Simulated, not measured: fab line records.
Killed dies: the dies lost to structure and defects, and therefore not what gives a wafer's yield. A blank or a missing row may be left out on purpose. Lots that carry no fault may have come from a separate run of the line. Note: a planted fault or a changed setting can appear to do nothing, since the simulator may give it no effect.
A lot that was struck, set against a sound lot || flow ritCmos || 36 out of 202 route steps
Sound: these wafers, L386.3, L386.4, L386.6. Struck: wafer L401.5. (L401.2, L401.4 of the same lot were not struck and are left out.) The cause comes at the end.
Per side, at each step with rows, come the tool, then ch with its chambers, and then its first start. Under that, the readings that differ: sound wafers || struck wafers || difference of the means || sigmas: that difference in standard deviations of wafers without a fault.
alike: a reading whose means differ by less than 2 such deviations, as well as words and numbers matching on both sides. not compared: withheld readings; readings where some wafer has no value; bounds like >300 that might hide an equal value; numbers whose values overlap and for which the record gives no deviation.
The two part at a step that has a row with sigmas, a row that says differs or no value, or rows on one side only. Numbers that don't overlap but have no deviation are shown without sigmas and don't part them. A reading that every wafer of one side lacks parts them only if that side has two wafers or more.

RIT_SILICIDE_RTA_06: time 10 s, ramp up 5 s, ramp down 10 s.
  sound on rtpAnneal-01 ch 0, day 4 09:37; struck on rtpAnneal-02 ch 0, day 7 06:26
  alike: wafer_temp_C_max
RIT_CONTACT_CVD_00: deposits SiO2 from TEOS, target thk 400 nm, time 61 s.
  sound on pecvd-02 ch 0,1, day 4 09:40; struck on pecvd-03 ch 2, day 7 06:29
  alike: heaterPowerW
RIT_CONTACT_THK_MEAS_01:
  sound on filmMetro-04, day 4 09:44; struck on filmMetro-04, day 7 06:33
  alike: CONTACT_TEOS_THK
then, 6 steps without rows for these wafers: RIT_CONTACT_HMDS_02 (prime time 60 s); RIT_CONTACT_COAT_03 (resist thk 1000 nm); RIT_CONTACT_SOFTBAKE_04 (time 60 s); RIT_CONTACT_EXPOSE_05 (exposes mask M11, target cd 1000 nm); RIT_CONTACT_PEB_06; RIT_CONTACT_DEVELOP_07 (develop time 120 s).
RIT_CONTACT_CD_MEAS_08 targets a cd of 1000 nm.
  sound on cdSem-01, day 4 10:54; struck on cdSem-01, day 7 07:35
  alike: cdNm
RIT_CONTACT_OVL_MEAS_09:
  sound on overlay-02, day 4 10:59; struck on overlay-01, day 7 07:41
  alike: CONTACT_OVL
then, 1 step without rows for these wafers: RIT_CONTACT_HARDBAKE_10 (time 60 s).
RIT_CONTACT_ETCH_11: etches SiO2 in CHF3/CF4/Ar, stops on TiSi2, target depth 480 nm, time 320 s.
  sound on rieDiel-04 ch 0,3, day 4 11:10; struck on rieDiel-03 ch 1, day 7 07:52
{"reading": "model.etch.depthNm (nm)", "sound": "393 405.2 406.4", "struck": 368.6, "difference": -32.9, "sigmas": ""}
{"reading": "model.CONTACT.featureDepthNm (nm)", "sound": "393 405.2 406.4", "struck": 368.6, "difference": -32.9, "sigmas": ""}
{"reading": "model.NOVOLAK_of_CONTACT_COAT_03.thkNm (nm)", "sound": "775.8 779.4 779.5", "struck": 788.6, "difference": "+10.4", "sigmas": ""}
  alike: chamberPressureMTorr, drypumpMotorCurrentA, oesProductAu, throttleValvePct
  not compared: rfHoursCounterH
then, 1 step without rows for these wafers: RIT_CONTACT_STRIP_12 (strips in O2, time 180 s).
RIT_CONTACT_CD_MEAS_90 targets a cd of 1000 nm.
  sound on cdSem-01, day 4 11:34; struck on cdSem-02, day 7 08:16
  alike: cdNm
then, 2 steps without rows for these wafers: RIT_CONTACT_CLEAN_13 (cleans in SC1, time 600 s); RIT_CONTACT_CLEAN_14 (cleans in SC2, time 600 s).
RIT_M1_SPUTTER_00: material Al, target thk 400 nm, time 500 s.
  the record has rows for the sound wafers here (pvdSputter-02, day 4 12:00) and none for the struck ones
RIT_M1_RS_MEAS_01: uses a four-point probe to measure.
  the record has rows for the sound wafers here (filmMetro-01, day 4 12:20) and none for the struck ones
RIT_M1_THK_MEAS_02: measures by xrf.
  the record has rows for the sound wafers here (filmMetro-01, day 4 12:26) and none for the struck ones
then, 6 steps without rows for these wafers: RIT_M1_HMDS_03 (prime time 60 s); RIT_M1_COAT_04 (resist thk 1300 nm); RIT_M1_SOFTBAKE_05 (time 60 s); RIT_M1_EXPOSE_06 (exposes mask M12, target cd 2600 nm); RIT_M1_PEB_07; RIT_M1_DEVELOP_08 (develop time 68 s).
RIT_M1_CD_MEAS_09 targets a cd of 2600 nm.
  the record has rows for the sound wafers here (cdSem-01, day 4 13:32) and none for the struck ones
RIT_M1_OVL_MEAS_10:
  the record has rows for the sound wafers here (overlay-02, day 4 13:37) and none for the struck ones
then, 1 step without rows for these wafers: RIT_M1_HARDBAKE_11 (time 120 s).
RIT_M1_METAL_ETCH_12: etches Al in Cl2/BCl3, stops on SiO2, time 165 s, target depth 600 nm.
  the record has rows for the sound wafers here (rieMetal-04 ch 0,1, day 4 13:57) and none for the struck ones
then, 1 step without rows for these wafers: RIT_M1_STRIP_13 (strips in nmp, time 600 s).
RIT_M1_STRIP_14: strips in O2, time 180 s.
  the record has rows for the sound wafers here (plasmaAsher-02 ch 0,1, day 4 14:17) and none for the struck ones
RIT_M1_CD_MEAS_90 targets a cd of 2600 nm.
  the record has rows for the sound wafers here (cdSem-01, day 4 14:26) and none for the struck ones
then, 1 step without rows for these wafers: RIT_M1_ANNEAL_15 (time 1800 s).
RIT_M1_BOW_MEAS_16:
  the record has rows for the sound wafers here (filmMetro-01, day 4 16:04) and none for the struck ones
RIT_M1_PROBE_99:
  only the struck wafers here have rows in the record (prober-02, day 7 13:05); the sound ones have none

== WHERE THEY PART ==
At RIT_M1_SPUTTER_00 first; at RIT_M1_PROBE_99 last (within this record only).

WHY: what had been put in by the simulator
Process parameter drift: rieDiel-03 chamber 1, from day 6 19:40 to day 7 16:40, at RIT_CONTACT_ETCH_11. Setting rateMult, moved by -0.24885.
